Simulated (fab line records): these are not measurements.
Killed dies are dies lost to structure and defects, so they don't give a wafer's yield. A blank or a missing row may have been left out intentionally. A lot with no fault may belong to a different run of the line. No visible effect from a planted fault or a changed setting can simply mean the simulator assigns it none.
A struck lot beside a sound one || flow berkeley_cmos170 || 26 out of 331 route steps
Sound: the wafers L691.1, L691.2, L691.4. Wafers struck: L684.3, L684.4, L684.5. At the end, the cause is stated.
Each step with rows lists, per side, the tool, then ch with its chambers, then its first start. Under that, the readings that differ: sound wafers || struck wafers || difference of the means || sigmas: that difference in standard deviations of wafers without a fault.
alike: readings with means less than 2 such deviations apart, plus words and numbers identical on both sides. not compared: withheld readings, readings lacking a value on some wafer, bounds such as >300 that could conceal the same value, and numbers that have no deviation in the record and whose values overlap.
The two part at a step that has a row with sigmas, a row that says differs or no value, or rows on one side only. When numbers do not overlap yet have no deviation, they are printed without sigmas and do not part them. Lack of a reading on every wafer of one side parts them only where that side has two or more wafers.

first, 2 steps without rows for these wafers: UCB170_SCREENOX_WET_ETCH_00 (etches SiO2 in dHF, time 200 s); UCB170_SCREENOX_OXIDATION_01 (target thk 14.4 nm, ox time 2400 s).
UCB170_SCREENOX_THK_MEAS_02:
  struck on film_metro-02, day 9 19:20; sound on film_metro-02, day 11 16:39
  alike: SCREENOX_OXIDE_THK
then, 7 steps without rows for these wafers: UCB170_SCREENOX_ANNEAL_03 (time 900 s); UCB170_NVT_HMDS_00 (prime time 60 s); UCB170_NVT_COAT_01 (resist thk 900 nm); UCB170_NVT_SOFTBAKE_02 (time 60 s); UCB170_NVT_EXPOSE_03 (exposes mask PWELL, target cd 3000 nm); UCB170_NVT_PEB_04; UCB170_NVT_DEVELOP_05 (develop time 45 s).
UCB170_NVT_OVL_MEAS_06:
  struck on overlay-01, day 10 05:10; sound on overlay-02, day 12 03:07
  alike: NVT_OVL
then, 1 step without rows for these wafers: UCB170_NVT_IMPLANT_07.
UCB170_NVT_STRIP_08: strips in O2.
  sound on plasma_asher-03 ch 0,1, day 12 03:18; struck on plasma_asher-04 ch 0,1, day 10 05:22
  no value came back on the struck wafers for chamber_pressure_mTorr (mTorr), drypump_motor_current_A (A), oes_product_au (a.u.), strip_time_to_endpoint_s (s); on the sound wafers chamber_pressure_mTorr (mTorr) reads 3501 3505 3496
{"reading": "model.KrF_of_NVT_COAT_01.thk_nm (nm)", "sound": "0 0 0", "struck": "885.7 884.1 882.7", "difference": "+884.2", "sigmas": ""}
  not compared: rf_hours_counter_h
UCB170_NVT_TW_MEAS_09:
  struck on film_metro-02, day 10 05:28; sound on film_metro-04, day 12 03:24
  alike: NVT_TW
then, 7 steps without rows for these wafers: UCB170_NVT_CLEAN_10 (cleans in SPM, time 600 s); UCB170_PVT_HMDS_00 (prime time 60 s); UCB170_PVT_COAT_01 (resist thk 900 nm); UCB170_PVT_SOFTBAKE_02 (time 60 s); UCB170_PVT_EXPOSE_03 (exposes mask NWELL, target cd 3000 nm); UCB170_PVT_PEB_04; UCB170_PVT_DEVELOP_05 (develop time 45 s).
UCB170_PVT_OVL_MEAS_06:
  struck on overlay-02, day 10 10:11; sound on overlay-01, day 12 06:28
  alike: PVT_OVL
then, 1 step without rows for these wafers: UCB170_PVT_IMPLANT_07.
UCB170_PVT_STRIP_08: strips in O2.
  sound on plasma_asher-04 ch 0,1, day 12 06:38; struck on plasma_asher-04 ch 0,1, day 10 10:23
{"reading": "strip_time_to_endpoint_s (s)", "sound": "21.53 21.57 21.56", "struck": "47.76 47.75 47.72", "difference": "+26.19", "sigmas": "+99 or more"}
  alike: chamber_pressure_mTorr, drypump_motor_current_A, oes_product_au
  not compared: rf_hours_counter_h
UCB170_PVT_TW_MEAS_09:
  struck on film_metro-03, day 10 10:29; sound on film_metro-01, day 12 06:44
{"reading": "PVT_TW", "sound": "504 505 501", "struck": "29 30 30", "difference": -474, "sigmas": "-99 or more"}
then, 1 step without rows for these wafers: UCB170_GATE_WET_ETCH_00 (etches SiO2 in dHF, time 200 s).

WHERE THEY PART
Last at UCB170_PVT_TW_MEAS_09 as far as this record goes, first at UCB170_NVT_STRIP_08.

WHY: what the simulator had put in
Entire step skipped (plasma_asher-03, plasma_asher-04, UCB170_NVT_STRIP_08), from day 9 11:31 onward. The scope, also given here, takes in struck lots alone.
